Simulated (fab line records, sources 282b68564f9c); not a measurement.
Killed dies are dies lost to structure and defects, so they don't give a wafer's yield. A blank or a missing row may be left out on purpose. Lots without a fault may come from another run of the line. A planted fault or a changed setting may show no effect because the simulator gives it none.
fab line records | flow rit_cmos
record lots=6 wafers=18 last_day=6
route steps=202 shown NSD@135 PSD@142 M1@202
lots that met no fault: from a run of the same line without faults
start_h: hours from the record's first day to the start of the lot's first wafer shown | wait_h: hours since the lot's step before | " the same as in the row above | L1.1+2: a row that stands for several wafers | - no value, or no start given | * or withheld: withheld | < > ~ a bound
route shown NAME@n: a module of which the file shows steps, and the number in the route of the first | usual: mean/standard deviation of fault-free wafers | same: alike in all rows | chamber/n: place in a boat | sites: the reading at each site | _std_site: their standard deviation | _edge_site: outer sites' mean less inner sites' | radius_mm: how far each site lies from the wafer's centre | mask NAME#n: copy n | behind: the tool/chamber that last shaped the wafer | hold: why the lot was held/for how many hours/how that ended | device: the transistor (n, p or np) that didn't switch | end of line: the same wafers' tests at the end of the route | a step without rows: its recipe alone | killed: dies lost to structure and defects at the first sort, not the wafer's yield | map: a wafer's dies, x killed, . not, _ none there
set.NAME: the setting as run; set.NAME@STEP: as run at that earlier step | model.NAME: the simulator's own value behind a step, which no gauge read
lots at some steps of the route; a table a step, a row a wafer
services: from which hour (start_h, from the record's first day; less than 0 if before it) a tool's chamber was out of use, for how many hours, and why
## steps
# step RIT_NSD_PEB_04
# recipe resist=NOVOLAK temp_c=withheld time_s=withheld
# step RIT_NSD_DEVELOP_05
# recipe resist=NOVOLAK develop_time_s=50 dev_temp_c=23
# step RIT_NSD_OVL_MEAS_06
# usual NSD_OVL=0.0/1.1
# columns lot.wafer tool chamber start_h wait_h NSD_OVL[nm]
L985.1 overlay-01 - 49.07 - 1.2
L985.3 " - " " 1.5
L985.5 " - " " 0.5
L993.1 overlay-01 - 88.84 - -0.6
L993.2 " - " " 0.4
L993.5 " - " " -0.7
L995.1 overlay-01 - 97.83 - -0.2
L995.2 " - " " -0.7
L995.3 " - " " 0.3
L996.3 overlay-02 - 106.76 - 1.5
L996.4 " - " " -0.3
L996.5 " - " " -1.2
L998.1 overlay-01 - 118.07 - -0.4
L998.4 " - " " -0.6
L998.6 " - " " -0.5
L101.3 overlay-02 - 128.38 - -0.9
L101.5 " - " " -2.3
L101.6 " - " " -2.1
# step RIT_NSD_HARDBAKE_07
# recipe resist=NOVOLAK temp_c=140 time_s=60
# step RIT_NSD_IMPLANT_08
# recipe species=P energy_kev=25 dose_cm2=1e+15 tilt_deg=7
# step RIT_NSD_STRIP_09
# recipe chemistry=O2 time_s=180 resist=NOVOLAK platen_temp_c=withheld power_w=500 pressure_mtorr=4000 o2_flow_sccm=4000
# usual drypump_motor_current_A=5.6/0.6
# columns lot.wafer tool chamber start_h wait_h drypump_motor_current_A rf_hours_counter_h
L985.1 plasma_asher-04 1 49.52 0.1 5.2 42
L985.3 " 1 " " 5.2 -
L985.5 " 1 " " 5.2 -
L993.1 plasma_asher-04 1 89.18 0.1 5.2 46
L993.2 " 0 " " 5.9 46
L993.5 " 1 " " 5.2 -
L995.1 plasma_asher-04 0 98.17 0.1 5.9 47
L995.2 " 1 " " 5.2 47
L995.3 " 0 " " 5.9 -
L996.3 plasma_asher-03 1 107.14 0.1 5.1 -
L996.4 " 0 " " 6.1 -
L996.5 " 0 " " 6.1 -
L998.1 plasma_asher-03 1 118.40 0.1 5.1 31
L998.4 " 1 " " 5.1 -
L998.6 " 1 " " 5.1 -
L101.3 plasma_asher-02 1 128.77 0.1 6.4 -
L101.5 " 1 " " 6.4 -
L101.6 " 0 " " 4.6 -
# step RIT_NSD_TW_MEAS_10
# usual NSD_TW=3114/28
# columns lot.wafer tool chamber start_h wait_h NSD_TW
L985.1 film_metro-03 - 49.69 0.1 3099
L985.3 " - " " 3093
L985.5 " - " " 3091
L993.1 film_metro-02 - 89.35 0.1 3154
L993.2 " - " " 3142
L993.5 " - " " 3155
L995.1 film_metro-02 - 98.34 0.1 3129
L995.2 " - " " 3123
L995.3 " - " " 3137
L996.3 film_metro-03 - 107.28 0.1 3092
L996.4 " - " " 3075
L996.5 " - " " 3085
L998.1 film_metro-02 - 118.58 0.1 3124
L998.4 " - " " 3141
L998.6 " - " " 3121
L101.3 film_metro-01 - 128.90 0.1 3128
L101.5 " - " " 3130
L101.6 " - " " 3126
# step RIT_PSD_HMDS_00
# recipe prime_time_s=60 prime_temp_c=139.3
# step RIT_PSD_COAT_01
# recipe resist=NOVOLAK spin_rpm=3250 resist_thk_nm=1000
# step RIT_PSD_SOFTBAKE_02
# recipe resist=NOVOLAK temp_c=90 time_s=60
# step RIT_PSD_EXPOSE_03
# recipe mask_id=M10 na=0.57 target_cd_nm=40900 dose_mj=250
# step RIT_PSD_PEB_04
# recipe resist=NOVOLAK temp_c=withheld time_s=withheld
# step RIT_PSD_DEVELOP_05
# recipe resist=NOVOLAK develop_time_s=50 dev_temp_c=23
# columns lot.wafer tool chamber start_h wait_h
L985.1+3+5 litho_track-03 0 50 -
L993.1+2+5 litho_track-03 0 90 -
L995.1+2+3 litho_track-03 0 99 -
L996.3+4+5 litho_track-01 0 108 -
L998.1+4+6 litho_track-04 0 119 -
L101.3+5+6 litho_track-04 0 129 -
# step RIT_PSD_OVL_MEAS_06
# usual PSD_OVL=-0.5/1.4
# columns lot.wafer tool chamber start_h wait_h PSD_OVL[nm]
L985.1 overlay-02 - 50.60 - 0.3
L985.3 " - " " 0.1
L985.5 " - " " 0.5
L993.1 overlay-02 - 90.26 - -1.0
L993.2 " - " " -0.5
L993.5 " - " " -2.3
L995.1 overlay-02 - 99.38 - -0.7
L995.2 " - " " -0.6
L995.3 " - " " -0.1
L996.3 overlay-02 - 108.53 - -3.2
L996.4 " - " " -3.9
L996.5 " - " " -1.7
L998.1 overlay-02 - 119.49 - 0.2
L998.4 " - " " -0.4
L998.6 " - " " -0.7
L101.3 overlay-02 - 129.80 - -3.3
L101.5 " - " " -3.2
L101.6 " - " " -2.2
# step RIT_PSD_HARDBAKE_07
# recipe resist=NOVOLAK temp_c=140 time_s=60
# step RIT_PSD_IMPLANT_08
# recipe species=BF2 energy_kev=26.53 dose_cm2=5e+15 tilt_deg=7
# step RIT_PSD_STRIP_09
# recipe chemistry=O2 time_s=180 resist=NOVOLAK platen_temp_c=withheld power_w=500 pressure_mtorr=4000 o2_flow_sccm=4000
# usual drypump_motor_current_A=6.0/0.52
# columns lot.wafer tool chamber start_h wait_h drypump_motor_current_A rf_hours_counter_h
L985.1 plasma_asher-01 0 50.94 0.1 6.6 40
L985.3 " 1 " " 6.0 -
L985.5 " 0 " " 6.6 -
L993.1 plasma_asher-01 0 90.60 0.1 6.6 45
L993.2 " 1 " " 6.0 45
L993.5 " 0 " " 6.6 -
L995.1 plasma_asher-01 0 99.71 0.1 6.6 45
L995.2 " 1 " " 6.1 45
L995.3 " 1 " " 6.0 -
L996.3 plasma_asher-04 1 108.91 0.1 5.2 -
L996.4 " 0 " " 6.0 -
L996.5 " 1 " " 5.2 -
L998.1 plasma_asher-04 0 119.82 0.1 5.9 49
L998.4 " 0 " " 5.9 -
L998.6 " 1 " " 5.2 -
L101.3 plasma_asher-01 0 130.19 0.1 6.6 -
L101.5 " 1 " " 6.1 -
L101.6 " 0 " " 6.6 -
# step RIT_PSD_TW_MEAS_10
# usual PSD_TW=3419/26
# columns lot.wafer tool chamber start_h wait_h hold PSD_TW
L985.1 film_metro-01 - 51.11 0.1 - 3416
L985.3 " - " " - 3396
L985.5 " - " " - 3419
L993.1 film_metro-02 - 90.78 0.1 await_dispo/0.2h/release 30
L993.2 " - " " await_dispo/0.2h/release 30
L993.5 " - " " await_dispo/0.2h/release 30
L993.1 film_metro-02 - 91.00 0.2 - 30
L993.2 " - " " - 30
L993.5 " - " " - 30
L995.1 film_metro-03 - 99.89 0.1 await_dispo/0.2h/release 30
L995.2 " - " " await_dispo/0.2h/release 30
L995.3 " - " " await_dispo/0.2h/release 30
L995.1 film_metro-03 - 100.12 0.2 - 30
L995.2 " - " " - 30
L995.3 " - " " - 30
L996.3 film_metro-01 - 109.05 0.1 - 3441
L996.4 " - " " - 3436
L996.5 " - " " - 3430
L998.1 film_metro-02 - 120.00 0.1 - 3446
L998.4 " - " " - 3453
L998.6 " - " " - 3452
L101.3 film_metro-02 - 130.32 0.1 - 3442
L101.5 " - " " - 3441
L101.6 " - " " - 3450
# step RIT_M1_PROBE_99
# usual defect_limited_yield=97.5/1.2 killed_at_contacts=0.1/0.23 killed_at_front_end=6/3.2 killed_dies=7/3.2 killed_open=3.4/1.8 killed_short=3.2/2.3 sort_bin_3_pad_short=0.1/0.23 sort_bin_5_function=1.4/0.81 sort_bin_6_memory=0.9/0.7 sort_n_pass=257/3.2 sort_yield_pct=97.5/1.2
# same gross_dies=264 killed_at_M0_to_M3=0 killed_at_M4_up=0 killed_at_back_side=0 killed_at_other=0
# columns lot.wafer tool chamber start_h wait_h defect_limited_yield[%] killed_at_contacts killed_at_front_end killed_dies killed_open killed_short sort_bin_3_pad_short[%] sort_bin_5_function[%] sort_bin_6_memory[%] sort_n_pass sort_yield_pct[%]
L985.1 prober-01 - 59.03 0.1 98.9 0 3 3 3 0 0 0.8 0.4 261 98.9
L985.3 prober-01 - 59.13 0.2 97.0 0 8 8 3 5 0 1.1 1.9 256 97.0
L985.5 prober-01 - 59.23 0.2 97.7 0 6 6 4 2 0.4 1.9 0 258 97.7
L996.3 prober-02 - 117.24 0.2 98.9 0 3 3 3 0 0 0.8 0.4 261 98.9
L996.4 prober-02 - 117.29 0.2 98.1 0 5 5 2 3 0.8 0.8 0.4 259 98.1
L996.5 prober-02 - 117.34 0.2 97.3 1 6 7 3 4 0 1.9 0.8 257 97.3
L998.1 prober-02 - 128.03 0.1 99.2 0 2 2 2 0 0 0.4 0.4 262 99.2
L998.4 prober-02 - 128.18 0.2 98.5 0 4 4 3 1 0 0.8 0.8 260 98.5
L998.6 prober-02 - 128.28 0.2 99.6 0 1 1 1 0 0 0.4 0 263 99.6
L101.3 prober-01 - 138.33 0.2 97.7 0 6 6 3 3 0 1.5 0.8 258 97.7
L101.5 prober-01 - 138.43 0.2 98.5 0 4 4 2 2 0 0.4 1.1 260 98.5
L101.6 prober-01 - 138.48 0.2 98.5 0 4 4 1 3 0 0.8 0.8 260 98.5
# killed by level:class
L985.1 FOX1:geometric_particle:open=2 GATE:geometric_particle:open=1
L985.3 FOX1:geometric_particle:open=2 GATE:geometric_particle:short=2 SILICIDE:geometric_particle:short=2 GATE:geometric_particle:open=1 SPACER:geometric_particle:short=1
L985.5 SPACER:geometric_particle:open=2 GATE:geometric_particle:open=1 GATE:geometric_particle:short=1 SPACER:geometric_particle:short=1 SILICIDE:geometric_particle:open=1
L996.3 FOX1:geometric_particle:open=2 GATE:geometric_particle:open=1
L996.4 GATE:geometric_particle:short=2 GATE:geometric_particle:open=2 SILICIDE:geometric_particle:short=1
L996.5 GATE:geometric_particle:short=3 FOX1:geometric_particle:open=1 REOX:geometric_particle:open=1 REOX:geometric_particle:short=1 CONTACT:geometric_particle:open=1
L998.1 REOX:geometric_particle:open=1 SPACER:geometric_particle:open=1
L998.4 SPACER:geometric_particle:open=2 FOX1:geometric_particle:open=1 SPACER:geometric_particle:short=1
L998.6 GATE:geometric_particle:open=1
L101.3 GATE:geometric_particle:short=2 FOX1:geometric_particle:short=1 FOX1:geometric_particle:open=1 GATE:geometric_particle:open=1 REOX:geometric_particle:open=1
L101.5 FOX2:geometric_particle:open=1 GATE:geometric_particle:short=1 GATE:geometric_particle:open=1 REOX:geometric_particle:short=1
L101.6 SILICIDE:geometric_particle:short=1 GATE:geometric_particle:open=1 GATE:geometric_particle:short=1 REOX:geometric_particle:short=1
## services
# columns tool chamber start_h hours kind
plasma_asher-04 - 52.09 2.0 repair
plasma_asher-04 - 81.01 2.8 pm
plasma_asher-02 - 108.75 9.0 pm
plasma_asher-02 0 108.75 9.0 vent_cycle
plasma_asher-02 1 108.75 9.0 vent_cycle
plasma_asher-03 - 111.20 2.5 repair
plasma_asher-02 0 117.75 - clean
plasma_asher-02 1 117.75 - clean
## key
first_sign step=RIT_PSD_TW_MEAS_10 reading=visit direction=added
effect step=RIT_PSD_TW_MEAS_10 reading=PSD_TW direction=down sigmas=99+ usual=3419 struck=30
met_at RIT_PSD_DEVELOP_05
struck_wafers L993.1,L993.2,L993.5,L995.1,L995.2,L995.3
scrapped_behind RIT_PSD_TW_MEAS_10 L993.1,L993.2,L993.5,L995.1,L995.2,L995.3
onset_between 50 90
also_fits RIT_NSD_STRIP_09:plasma_asher-04
fault kind=process_parameter_drift tool=litho_track-03 chamber=- onset_h=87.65 steps=RIT_PSD_DEVELOP_05 channel=develop_time_s offset=* shape=step end_h=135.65 acts_in=* stated=*
